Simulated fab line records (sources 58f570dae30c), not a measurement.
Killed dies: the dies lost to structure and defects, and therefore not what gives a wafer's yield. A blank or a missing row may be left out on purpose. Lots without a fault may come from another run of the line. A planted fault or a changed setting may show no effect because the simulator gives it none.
fab line records + flow berkeley-cmos170
record:
- lots: 7
- wafers: 21
- last-day: 11
route steps=331 shown START@2 ZERO@6 NWELL@14
lots with no fault: from the same line, run without faults
start-h: start of the lot's first displayed wafer, in hours after the record's first day + wait-h: hours elapsed since this lot's preceding step + " identical to the entry in the row above + L1.1+2: one row covering several wafers at once + - either no value or no given start + * or withheld: withheld + < > ~ a bound
route shown NAME@n: names a module that has steps shown in the file, with the first one's number in the route + usual: the fault-free wafers' mean and standard deviation + same: alike in all rows + chamber/n: place in a boat + sites: the reading at each site + _std_site: standard deviation of those values + _edge_site: inner sites' mean taken away from outer sites' mean + radius-mm: for every site, how far away it sits from the centre of the wafer + mask NAME#n: copy n + behind: the tool/chamber that last shaped the wafer + hold: what put the lot on hold/how long, in hours/how the hold closed + device: the n, p or np transistor that did not switch + end of line: the same wafers' tests at the end of the route + a step without rows: its recipe alone + killed: at the first sort, the dies lost to defects and structure; wafer yield is something else + map: a wafer's dies, x killed, . not, _ none there
set.NAME: setting as actually run; set.NAME@STEP: the setting as run at that earlier step + model.NAME: the simulator's own value behind a step, which no gauge read
a table for each step, a row for each wafer; lots at some steps of the route
services: when a tool's chamber went out of use (start-h, in hours from the record's first day, below 0 if earlier), for how many hours, and the reason
== steps ==
step: UCB170_START_CLEAN_01
recipe:
- chemistry: dHF
- dilution: 25:1
- time-s: 60
step: UCB170_START_OXIDATION_02
recipe:
- temp-c: 950
- ambient: O2
- target-thk-a: 200
- ox-time-s: 1800
step: UCB170_START_THK_MEAS_03
recipe:
- reads: SiO2_of_START_OXIDATION_02
usual:
- START_OXIDE_THK: 19.9/0.38
| lot.wafer | tool          | chamber | start-h | wait-h | START_OXIDE_THK[nm] |
|-----------|---------------|---------|---------|--------|---------------------|
| L526.3    | film-metro-02 | -       | 24.00   | 0.0    | 20.2                |
| L526.5    | "             | -       | "       | "      | 20.2                |
| L526.6    | "             | -       | "       | "      | 20.4                |
| L527.3    | film-metro-01 | -       | 29.19   | 0.0    | 20.5                |
| L527.4    | "             | -       | "       | "      | 20.3                |
| L527.6    | "             | -       | "       | "      | 20.3                |
| L528.3    | film-metro-02 | -       | 32.73   | 0.0    | 20.1                |
| L528.4    | "             | -       | "       | "      | 20.1                |
| L528.5    | "             | -       | "       | "      | 19.9                |
| L537.1    | film-metro-02 | -       | 80.78   | 0.0    | 20.2                |
| L537.3    | "             | -       | "       | "      | 19.9                |
| L537.4    | "             | -       | "       | "      | 19.8                |
| L541.3    | film-metro-01 | -       | 98.39   | 0.0    | 20.1                |
| L541.4    | "             | -       | "       | "      | 19.8                |
| L541.5    | "             | -       | "       | "      | 19.9                |
| L543.1    | film-metro-02 | -       | 109.47  | 0.0    | 19.3                |
| L543.4    | "             | -       | "       | "      | 19.7                |
| L543.5    | "             | -       | "       | "      | 19.6                |
| L546.2    | film-metro-02 | -       | 121.85  | 0.0    | 19.9                |
| L546.5    | "             | -       | "       | "      | 19.8                |
| L546.6    | "             | -       | "       | "      | 20.1                |
step: UCB170_START_ANNEAL_04
recipe:
- temp-c: 950
- time-s: 1200
- ambient: N2
step: UCB170_ZERO_HMDS_00
recipe:
- prime-time-s: 60
- prime-temp-c: 100
step: UCB170_ZERO_COAT_01
recipe:
- resist: KrF
- spin-rpm: 1500
- resist-thk-nm: 900
step: UCB170_ZERO_SOFTBAKE_02
recipe:
- resist: KrF
- temp-c: 130
- time-s: 60
step: UCB170_ZERO_EXPOSE_03
recipe:
- mask-id: PM_MARKS
- na: 0.5
- sigma-outer: 0.6
- source-shape: conventional
- target-cd-nm: 4000
- dose-mj: 30
step: UCB170_ZERO_PEB_04
recipe:
- peb-temp-c: 130
- peb-time-s: withheld
- resist: KrF
step: UCB170_ZERO_DEVELOP_05
recipe:
- developer: TMAH
- develop-time-s: 45
- resist: KrF
- dev-temp-c: 21
step: UCB170_ZERO_ETCH_06
recipe:
- chemistry: CHF3/CF4/Ar
- target: SiO2
- time-s: 12
- pressure-mtorr: 100
- rf-w: 500
- CHF3_flow_sccm: 50
- cf4-flow-sccm: 10
- Ar_flow_sccm: 120
- over-etch-frac: 1.58
usual:
- CHF3_flow_sccm: 49.99/0.15
- cf4-flow-sccm: 10.00/0.032
- drypump-motor-current-A: 5.8/0.41
- oes-product-au: 0.615/0.012
- throttle-valve-pct: 9.32/0.16
| lot.wafer | tool        | chamber | start-h | wait-h | CHF3_flow_sccm | cf4-flow-sccm | drypump-motor-current-A | oes-product-au | rf-hours-counter-h | throttle-valve-pct |
|-----------|-------------|---------|---------|--------|----------------|---------------|-------------------------|----------------|--------------------|--------------------|
| L526.3    | rie-diel-02 | 0       | 29.57   | -      | 50.14          | 10.02         | 6.6                     | 0.604          | 3                  | 9.25               |
| L526.5    | "           | 0       | "       | "      | 50.40          | 10.03         | 6.6                     | 0.602          | -                  | 9.23               |
| L526.6    | "           | 1       | "       | "      | 49.86          | 10.03         | 5.9                     | 0.596          | -                  | 9.41               |
| L527.3    | rie-diel-02 | 0       | 32.74   | -      | 50.15          | 9.98          | 6.6                     | 0.607          | 3                  | 9.24               |
| L527.4    | "           | 3       | "       | "      | 50.08          | 10.01         | 5.5                     | 0.613          | 38                 | 9.22               |
| L527.6    | "           | 3       | "       | "      | 50.13          | 9.98          | 5.5                     | 0.618          | -                  | 9.22               |
| L528.3    | rie-diel-01 | 1       | 37.52   | -      | 50.07          | 10.00         | 5.7                     | 0.601          | 150                | 8.95               |
| L528.4    | "           | 0       | "       | "      | 49.79          | 9.97          | 5.1                     | 0.617          | 132                | 9.48               |
| L528.5    | "           | 0       | "       | "      | 50.12          | 9.97          | 5.1                     | 0.616          | -                  | 9.46               |
| L537.1    | rie-diel-02 | 2       | 86.24   | -      | 50.10          | 9.99          | 5.6                     | 0.608          | 25                 | 9.48               |
| L537.3    | "           | 0       | "       | "      | 49.75          | 9.99          | 6.6                     | 0.603          | 6                  | 9.26               |
| L537.4    | "           | 1       | "       | "      | 50.07          | 9.99          | 6.0                     | 0.602          | 156                | 9.43               |
| L541.3    | rie-diel-01 | 2       | 104.55  | -      | 49.89          | 9.99          | 5.9                     | 0.620          | 34                 | 9.26               |
| L541.4    | "           | 1       | "       | "      | 50.00          | 10.01         | 5.6                     | 0.603          | 152                | 8.96               |
| L541.5    | "           | 3       | "       | "      | 49.76          | 10.04         | 5.1                     | 0.623          | -                  | 9.57               |
| L543.1    | rie-diel-02 | 2       | 113.77  | -      | 50.01          | 10.00         | 5.6                     | 0.606          | 27                 | 9.49               |
| L543.4    | "           | 0       | "       | "      | 49.98          | 10.02         | 6.6                     | 0.602          | 8                  | 9.25               |
| L543.5    | "           | 3       | "       | "      | 50.21          | 9.98          | 5.5                     | 0.618          | -                  | 9.24               |
| L546.2    | rie-diel-01 | 0       | 129.85  | -      | 49.70          | 9.97          | 5.1                     | 0.614          | 135                | 9.49               |
| L546.5    | "           | 2       | "       | "      | 49.96          | 9.96          | 5.9                     | 0.619          | -                  | 9.26               |
| L546.6    | "           | 1       | "       | "      | 50.09          | 10.02         | 5.6                     | 0.593          | -                  | 8.96               |
step: UCB170_ZERO_STRIP_07
recipe:
- chemistry: O2
- power-w: 400
- pressure-mtorr: 3500
- platen-temp-c: withheld
- o2-flow-sccm: 400
- overash-fraction: 0.5
usual:
- drypump-motor-current-A: 5.7/0.54
- oes-product-au: 0.727/0.0045
- strip-time-to-endpoint-s: 21.46/0.057
same:
- overash-fraction: 0.5
| lot.wafer | tool            | chamber | start-h | wait-h | drypump-motor-current-A | oes-product-au | rf-hours-counter-h | strip-time-to-endpoint-s |
|-----------|-----------------|---------|---------|--------|-------------------------|----------------|--------------------|--------------------------|
| L526.3    | plasma-asher-01 | 1       | 29.63   | 0.0    | 5.6                     | 0.727          | -                  | 21.48                    |
| L526.5    | "               | 1       | "       | "      | 5.6                     | 0.718          | -                  | 21.48                    |
| L526.6    | "               | 0       | "       | "      | 6.6                     | 0.724          | -                  | 21.50                    |
| L527.3    | plasma-asher-01 | 0       | 32.79   | 0.0    | 6.5                     | 0.731          | -                  | 21.52                    |
| L527.4    | "               | 1       | "       | "      | 5.6                     | 0.729          | -                  | 21.45                    |
| L527.6    | "               | 1       | "       | "      | 5.6                     | 0.731          | -                  | 21.47                    |
| L528.3    | plasma-asher-03 | 1       | 37.58   | 0.0    | 5.0                     | 0.723          | -                  | 21.54                    |
| L528.4    | "               | 0       | "       | "      | 5.2                     | 0.730          | -                  | 21.54                    |
| L528.5    | "               | 1       | "       | "      | 5.1                     | 0.724          | -                  | 21.58                    |
| L537.1    | plasma-asher-01 | 1       | 86.26   | 0.0    | 5.6                     | 0.729          | 30                 | 21.39                    |
| L537.3    | "               | 0       | "       | "      | 6.5                     | 0.723          | -                  | 21.36                    |
| L537.4    | "               | 1       | "       | "      | 5.6                     | 0.731          | -                  | 21.37                    |
| L541.3    | plasma-asher-01 | 1       | 104.60  | 0.0    | 5.6                     | 0.727          | -                  | 21.44                    |
| L541.4    | "               | 0       | "       | "      | 6.5                     | 0.726          | -                  | 21.36                    |
| L541.5    | "               | 0       | "       | "      | 6.5                     | 0.726          | -                  | 21.36                    |
| L543.1    | plasma-asher-03 | 1       | 113.79  | 0.0    | 5.0                     | 0.733          | 44                 | 21.47                    |
| L543.4    | "               | 0       | "       | "      | 5.2                     | 0.728          | -                  | 21.45                    |
| L543.5    | "               | 1       | "       | "      | 5.0                     | 0.725          | -                  | 21.40                    |
| L546.2    | plasma-asher-03 | 1       | 129.88  | 0.0    | 5.0                     | 0.723          | 45                 | 21.39                    |
| L546.5    | "               | 0       | "       | "      | 5.2                     | 0.724          | -                  | 21.41                    |
| L546.6    | "               | 1       | "       | "      | 5.0                     | 0.725          | -                  | 21.45                    |
step: UCB170_NWELL_WET_ETCH_00
recipe:
- chemistry: dHF
- dilution: 25:1
- target: SiO2
- temp-c: 25
- time-s: 200
usual:
- bath-heat-duty-pct: 6.4/0.64
- run-length-s: 227/3.6
| lot.wafer | tool         | chamber | start-h | wait-h | bath-heat-duty-pct | run-length-s | model.SiO2_of_START_OXIDATION_02.thk-nm |
|-----------|--------------|---------|---------|--------|--------------------|--------------|-----------------------------------------|
| L526.3    | wet-bench-04 | 3       | 30.17   | 0.5    | -                  | -            | 20.22                                   |
| L526.5    | "            | 3       | "       | "      | -                  | -            | 20.2                                    |
| L526.6    | "            | 3       | "       | "      | -                  | -            | 20.35                                   |
| L527.3    | wet-bench-02 | 2       | 32.86   | 0.0    | -                  | -            | 20.51                                   |
| L527.4    | "            | 2       | "       | "      | -                  | -            | 20.36                                   |
| L527.6    | "            | 2       | "       | "      | -                  | -            | 20.26                                   |
| L528.3    | wet-bench-04 | 2       | 37.65   | 0.0    | -                  | -            | 20.13                                   |
| L528.4    | "            | 2       | "       | "      | -                  | -            | 20.13                                   |
| L528.5    | "            | 2       | "       | "      | -                  | -            | 19.95                                   |
| L537.1    | wet-bench-04 | 1       | 89.62   | 3.3    | 6.2                | 226          | 0                                       |
| L537.3    | "            | 1       | "       | "      | 6.2                | 226          | 0                                       |
| L537.4    | "            | 1       | "       | "      | 6.5                | 226          | 0                                       |
| L541.3    | wet-bench-02 | 2       | 105.54  | 0.9    | 6.3                | 228          | 0                                       |
| L541.4    | "            | 2       | "       | "      | 7.2                | 228          | 0                                       |
| L541.5    | "            | 2       | "       | "      | 6.0                | 228          | 0                                       |
| L543.1    | wet-bench-01 | 0       | 113.89  | 0.1    | 6.9                | 226          | 0                                       |
| L543.4    | "            | 0       | "       | "      | 7.1                | 226          | 0                                       |
| L543.5    | "            | 0       | "       | "      | 6.1                | 226          | 0                                       |
| L546.2    | wet-bench-04 | 1       | 132.65  | 2.7    | 6.1                | 225          | 0                                       |
| L546.5    | "            | 1       | "       | "      | 6.4                | 225          | 0                                       |
| L546.6    | "            | 1       | "       | "      | 6.3                | 225          | 0                                       |
step: UCB170_NWELL_OXIDATION_01
recipe:
- temp-c: 1000
- ambient: O2
- target-thk-a: 264
- ox-time-s: 1260
== services ==
| tool            | chamber | start-h | hours | kind   |
|-----------------|---------|---------|-------|--------|
| plasma-asher-03 | -       | 47.65   | 4.8   | repair |
| wet-bench-01    | -       | 48.39   | 1.9   | pm     |
| rie-diel-01     | 2       | 52.29   | 8.7   | repair |
| rie-diel-01     | 0       | 69.72   | 2.2   | repair |
| plasma-asher-01 | -       | 106.77  | 0.6   | repair |
| plasma-asher-01 | -       | 108.90  | 4.3   | pm     |
== key ==
first-sign:
- step: UCB170_NWELL_WET_ETCH_00
- reading: tool-record
- direction: missing
effect none on later readings
model-effect:
- step: UCB170_NWELL_WET_ETCH_00
- value: SiO2_of_START_OXIDATION_02.thk-nm
- without: 0
- struck: 20.24
met-at UCB170_NWELL_WET_ETCH_00
struck-wafers L526.3,L526.5,L526.6,L527.3,L527.4,L527.6,L528.3,L528.4,L528.5
later-rows-left-out L526.3,L526.5,L526.6,L527.3,L527.4,L527.6,L528.3,L528.4,L528.5
sort-left-out L526.3,L526.5,L526.6,L527.3,L527.4,L527.6,L528.3,L528.4,L528.5
tester-left-out L526,L527,L528
fault:
- kind: skipped-step-whole
- tool: wet-bench-02,wet-bench-04
- chamber: -
- onset-h: 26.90
- steps: UCB170_NWELL_WET_ETCH_00
- scope: struck-lots-only
tester-left-out: of these lots the tester's yield and bins aren't shown, on N5 and GAA mostly nor the transistor test; their killed dies are dies lost to structure and defects alone, not to doping, threshold or leakage, so they don't give the yield
sort-left-out: the simulated sort isn't trusted on such a fault, so these wafers' sort isn't shown, and their yield isn't known
later-rows-left-out: the simulator's readings of these wafers behind a module that went badly wrong aren't trusted and aren't shown, but for the sort
